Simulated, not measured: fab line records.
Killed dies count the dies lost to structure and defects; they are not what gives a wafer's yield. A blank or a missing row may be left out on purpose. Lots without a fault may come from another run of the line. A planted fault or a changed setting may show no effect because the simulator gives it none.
Chamber matching | flow berkeleyCmos170 | UCB170_M3_ETCH_17 on rieDiel-03: 4 sister chambers
The step etches BARC in N2/H2. 8 wafers are shown with their chamber, then 7 later ones without.

WAFERS PAIRED WITH THEIR CHAMBERS
wafer  | chamber | throttleValvePct (%) | drypumpMotorCurrentA (A)
L781.6 | 1       | 13.50                | 5.3
L783.1 | 3       | 13.47                | 5.7
L783.3 | 1       | 13.50                | 5.4
L783.5 | 3       | 13.47                | 5.7
L786.4 | 2       | 13.61                | 6.1
L786.6 | 0       | 12.92                | 5.9
L789.1 | 0       | 12.93                | 5.9
L789.4 | 2       | 13.61                | 6.1

WAFERS WITH NO CHAMBER GIVEN
wafer  | throttleValvePct (%) | drypumpMotorCurrentA (A)
L789.5 | 13.48                | 5.7
L790.2 | 12.92                | 5.9
L790.3 | 13.49                | 5.7
L790.5 | 13.48                | 5.4
L798.2 | 13.47                | 5.8
L798.5 | 13.61                | 6.1
L798.6 | 13.48                | 5.7

EACH ONE'S CHAMBER
wafer  | from the rows above | in truth
L789.5 | 3                   | 3
L790.2 | 0                   | 0
L790.3 | 3                   | 3
L790.5 | 1                   | 1
L798.2 | 3                   | 3
L798.5 | 2                   | 2
L798.6 | 3                   | 3
7 of 7 placed correctly. Number that these rows cannot place: 0. Wrongly placed: 0.
How it was worked out, from the rows above alone: a wafer's distance from a chamber is the root of the sum, over the readings, of the square of ((its reading less the chamber's mean) divided by the reading's scatter). The wafer belongs to the nearest chamber; if the next one is less than 2 further off, it can't be placed. A chamber's mean is the mean of its shown wafers. How the scatter is found: for the shown wafers, subtract from each reading the mean of its chamber, square and add these, divide the total by (wafers less chambers), then take the root.
